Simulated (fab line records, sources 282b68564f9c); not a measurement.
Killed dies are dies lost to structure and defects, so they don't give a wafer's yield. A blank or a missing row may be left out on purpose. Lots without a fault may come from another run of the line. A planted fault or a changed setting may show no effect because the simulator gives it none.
fab line records | flow rit_cmos
record lots=14 wafers=42 last_day=8
route steps=202 shown GATE@89 M1@202
lots that met no fault: from a run of the same line without faults
start_h: hours from the record's first day to the start of the lot's first wafer shown | wait_h: hours since the lot's step before | " the same as in the row above | L1.1+2: a row that stands for several wafers | - no value, or no start given | * or withheld: withheld | < > ~ a bound
route shown NAME@n: a module of which the file shows steps, and the number in the route of the first | usual: mean/standard deviation of fault-free wafers | same: alike in all rows | chamber/n: place in a boat | sites: the reading at each site | _std_site: their standard deviation | _edge_site: outer sites' mean less inner sites' | radius_mm: how far each site lies from the wafer's centre | mask NAME#n: copy n | behind: the tool/chamber that last shaped the wafer | hold: why the lot was held/for how many hours/how that ended | device: the transistor (n, p or np) that didn't switch | end of line: the same wafers' tests at the end of the route | a step without rows: its recipe alone | killed: dies lost to structure and defects at the first sort, not the wafer's yield | map: a wafer's dies, x killed, . not, _ none there
set.NAME: the setting as run; set.NAME@STEP: as run at that earlier step | model.NAME: the simulator's own value behind a step, which no gauge read
steps of the route over a sample of lots; a table a step, a row a wafer
services: from which hour (start_h, from the record's first day; less than 0 if before it) a tool's chamber was out of use, for how many hours, and why
## steps
# step RIT_GATE_EXPOSE_13
# recipe mask_id=M6 na=0.6 source_shape=conventional sigma_outer=0.6 target_cd_nm=150 dose_mj=380
# usual stage_vel_mm_s=500.04/0.24
# columns lot.wafer tool chamber start_h wait_h mask stage_vel_mm_s
L401.1 iline_stepper-02 0 37.71 0.1 M6#0 499.96
L401.2 " 0 " " M6#0 500.10
L401.4 " 0 " " M6#0 500.38
L402.3 iline_stepper-01 0 47.91 0.2 M6#0 499.97
L402.4 " 0 " " M6#0 500.15
L402.6 " 0 " " M6#0 500.20
L403.1 iline_stepper-01 0 49.87 0.1 M6#0 500.42
L403.3 " 0 " " M6#0 499.81
L403.6 " 0 " " M6#0 499.82
L404.2 iline_stepper-02 0 54.01 0.2 M6#0 500.04
L404.4 " 0 " " M6#0 500.13
L404.6 " 0 " " M6#0 500.24
L405.1 iline_stepper-02 0 59.99 0.1 M6#0 500.01
L405.5 " 0 " " M6#0 500.23
L405.6 " 0 " " M6#0 499.95
L406.1 iline_stepper-02 0 66.06 0.1 M6#0 499.90
L406.5 " 0 " " M6#0 499.89
L406.6 " 0 " " M6#0 500.10
L408.1 iline_stepper-01 0 73.37 0.1 M6#0 500.51
L408.3 " 0 " " M6#0 500.52
L408.4 " 0 " " M6#0 499.99
L409.2 iline_stepper-01 0 79.93 0.1 M6#0 500.24
L409.4 " 0 " " M6#0 500.38
L409.6 " 0 " " M6#0 500.08
L410.1 iline_stepper-02 0 88.11 0.4 M6#0 499.91
L410.3 " 0 " " M6#0 500.12
L410.6 " 0 " " M6#0 499.87
L415.1 iline_stepper-02 0 112.32 0.5 M6#0 499.98
L415.2 " 0 " " M6#0 500.03
L415.4 " 0 " " M6#0 500.02
L418.2 iline_stepper-01 0 140.26 0.5 M6#0 500.14
L418.3 " 0 " " M6#0 500.25
L418.5 " 0 " " M6#0 500.30
L419.1 iline_stepper-01 0 145.71 0.1 M6#0 500.05
L419.4 " 0 " " M6#0 499.62
L419.6 " 0 " " M6#0 500.10
L422.3 iline_stepper-02 0 160.76 0.1 M6#0 499.96
L422.4 " 0 " " M6#0 500.21
L422.5 " 0 " " M6#0 500.17
L424.1 iline_stepper-02 0 170.98 0.3 M6#0 499.79
L424.3 " 0 " " M6#0 499.49
L424.4 " 0 " " M6#0 499.45
# step RIT_GATE_OVL_MEAS_17
# usual GATE_OVL=0.0/1.4
# columns lot.wafer tool chamber start_h wait_h hold GATE_OVL[nm]
L401.1 overlay-01 - 38.23 0.1 - 1.5
L401.2 " - " " - 0.6
L401.4 " - " " - -0.5
L402.3 overlay-01 - 48.40 0.1 - 0.3
L402.4 " - " " - 0.6
L402.6 " - " " - 0.9
L403.1 overlay-02 - 50.39 0.1 - -2.6
L403.3 " - " " - -0.4
L403.6 " - " " - -2.2
L404.2 overlay-02 - 54.51 0.1 - 1.2
L404.4 " - " " - 1.0
L404.6 " - " " - 0.3
L405.1 overlay-01 - 60.51 0.1 - 0.1
L405.5 " - " " - 1.0
L405.6 " - " " - 1.1
L406.1 overlay-01 - 66.67 0.1 - -1.2
L406.5 " - " " - 0.2
L406.6 " - " " - -2.9
L408.1 overlay-02 - 73.89 0.1 - 0.3
L408.3 " - " " - -1.2
L408.4 " - " " - -0.2
L409.2 overlay-01 - 80.44 0.1 - 0.3
L409.4 " - " " - 1.7
L409.6 " - " " - 1.1
L410.1 overlay-01 - 88.82 0.1 - 1.0
L410.3 " - " " - -1.0
L410.6 " - " " - -1.6
L415.1 overlay-02 - 112.84 0.1 - 1.1
L415.2 " - " " - 1.0
L415.4 " - " " - 1.1
L418.2 overlay-01 - 140.76 0.1 await_dispo/0.2h/release -149.5
L418.3 " - " " await_dispo/0.2h/release -149.8
L418.5 " - " " await_dispo/0.2h/release -149.1
L418.2 overlay-01 - 140.97 0.2 - -149.5
L418.3 " - " " - -149.2
L418.5 " - " " - -149.5
L419.1 overlay-02 - 146.23 0.1 await_dispo/0.2h/release -151.4
L419.4 " - " " await_dispo/0.2h/release -151.2
L419.6 " - " " await_dispo/0.2h/release -151.1
L419.1 overlay-02 - 146.44 0.2 - -151.3
L419.4 " - " " - -150.9
L419.6 " - " " - -151.4
L422.3 overlay-02 - 161.39 0.1 - 0.8
L422.4 " - " " - -1.1
L422.5 " - " " - 0.2
L424.1 overlay-02 - 171.76 0.1 - 1.0
L424.3 " - " " - -0.9
L424.4 " - " " - -0.1
# step RIT_M1_PROBE_99
# usual defect_limited_yield=97.3/1.2 killed_at_M0_to_M3=0.0/0.14 killed_at_contacts=0.1/0.3 killed_at_front_end=7/3.1 killed_dies=7/3.1 killed_open=3.8/2.3 killed_short=3.2/1.9 sort_bin_3_pad_short=0.1/0.2 sort_bin_5_function=1.6/0.91 sort_bin_6_memory=1.0/0.6 sort_n_pass=257/3.1 sort_yield_pct=97.3/1.2
# same gross_dies=264 killed_at_M4_up=0 killed_at_back_side=0 killed_at_other=0
# columns lot.wafer tool chamber start_h wait_h defect_limited_yield[%] killed_at_M0_to_M3 killed_at_contacts killed_at_front_end killed_dies killed_open killed_short sort_bin_3_pad_short[%] sort_bin_5_function[%] sort_bin_6_memory[%] sort_n_pass sort_yield_pct[%]
L401.1 prober-01 - 59.86 0.1 95.5 0 0 12 12 3 9 0 1.9 2.7 252 95.5
L401.2 prober-01 - 59.91 0.1 97.0 0 0 8 8 4 4 0.4 1.1 1.5 256 97.0
L401.4 prober-01 - 60.01 0.2 95.8 0 0 11 11 9 2 0 3.0 1.1 253 95.8
L405.1 prober-01 - 82.76 0.1 97.0 0 0 8 8 6 2 0 2.3 0.8 256 97.0
L405.5 prober-01 - 82.96 0.2 97.7 0 0 6 6 5 1 0 1.5 0.8 258 97.7
L405.6 prober-01 - 83.01 0.2 95.8 0 0 11 11 5 6 0 3.0 1.1 253 95.8
L409.2 prober-01 - 104.27 0.1 97.3 0 1 6 7 4 3 0 2.3 0.4 257 97.3
L409.4 prober-01 - 104.37 0.2 97.0 0 0 8 8 4 4 0 1.9 1.1 256 97.0
L409.6 prober-01 - 104.47 0.2 98.1 0 0 5 5 4 1 0 1.5 0.4 259 98.1
L415.1 prober-01 - 137.40 0.1 97.0 0 0 8 8 7 1 0 2.3 0.8 256 97.0
L415.2 prober-01 - 137.45 0.1 97.3 0 0 7 7 4 3 0 1.1 1.5 257 97.3
L415.4 prober-01 - 137.55 0.2 96.6 0 0 9 9 5 4 0 1.5 1.9 255 96.6
# killed by level:class
L401.1 GATE:geometric_particle:short=6 FOX1:geometric_particle:short=2 FOX1:geometric_particle:open=1 GATE:geometric_particle:open=1 REOX:geometric_particle:short=1 SPACER:geometric_particle:open=1
L401.2 FOX1:geometric_particle:open=3 FOX1:geometric_particle:short=2 GATE:geometric_particle:short=2 SILICIDE:geometric_particle:open=1
L401.4 FOX1:geometric_particle:open=3 SPACER:geometric_particle:open=3 GATE:geometric_particle:open=3 GATE:geometric_particle:short=1 SILICIDE:geometric_particle:short=1
L405.1 GATE:geometric_particle:open=3 GATE:geometric_particle:short=2 ACTIVE:geometric_particle:open=1 FOX1:geometric_particle:open=1 REOX:geometric_particle:open=1
L405.5 FOX1:geometric_particle:open=2 SILICIDE:geometric_particle:open=2 FOX1:geometric_particle:short=1 GATE:geometric_particle:open=1
L405.6 GATE:geometric_particle:short=4 GATE:geometric_particle:open=3 FOX2:geometric_particle:open=1 FOX2:geometric_particle:short=1 REOX:geometric_particle:open=1 SILICIDE:geometric_particle:short=1
L409.2 FOX1:geometric_particle:short=2 GATE:geometric_particle:short=1 GATE:geometric_particle:open=1 SPACER:geometric_particle:open=1 SILICIDE:geometric_particle:open=1 CONTACT:geometric_particle:open=1
L409.4 GATE:geometric_particle:open=2 GATE:geometric_particle:short=2 SPACER:geometric_particle:open=2 FOX1:geometric_particle:short=1 SPACER:geometric_particle:short=1
L409.6 FOX2:geometric_particle:open=2 FOX2:geometric_particle:short=1 REOX:geometric_particle:open=1 SPACER:geometric_particle:open=1
L415.1 FOX1:geometric_particle:open=2 ACTIVE:geometric_particle:open=1 GATE:geometric_particle:open=1 GATE:geometric_particle:short=1 REOX:geometric_particle:open=1 SPACER:geometric_particle:open=1 SILICIDE:geometric_particle:open=1
L415.2 GATE:geometric_particle:short=2 REOX:geometric_particle:open=2 FOX1:geometric_particle:open=1 GATE:geometric_particle:open=1 SILICIDE:geometric_particle:short=1
L415.4 GATE:geometric_particle:open=2 REOX:geometric_particle:short=2 GATE:geometric_particle:short=1 REOX:geometric_particle:open=1 SPACER:geometric_particle:short=1 SPACER:geometric_particle:open=1 SILICIDE:geometric_particle:open=1
## services
# columns tool chamber start_h hours kind
iline_stepper-02 - 50.85 2.2 repair
iline_stepper-01 - 63.44 1.7 pm
iline_stepper-02 - 71.24 4.4 pm
iline_stepper-01 0 114.00 - calibration
iline_stepper-02 - 117.42 1.7 pm
## key
first_sign step=RIT_GATE_OVL_MEAS_17 reading=visit direction=added
effect step=RIT_GATE_OVL_MEAS_17 reading=GATE_OVL direction=down sigmas=99+ usual=0.0 struck=-150.4
met_at RIT_GATE_EXPOSE_13
struck_lots L418,L419
scrapped_behind RIT_GATE_OVL_MEAS_17 L418.2,L418.3,L418.5,L419.1,L419.4,L419.6
onset_between 79.93 140.26
fault kind=scanner_matching_overlay tool=iline_stepper-01 chamber=- onset_h=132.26 steps=RIT_GATE_EXPOSE_13 offset=-150
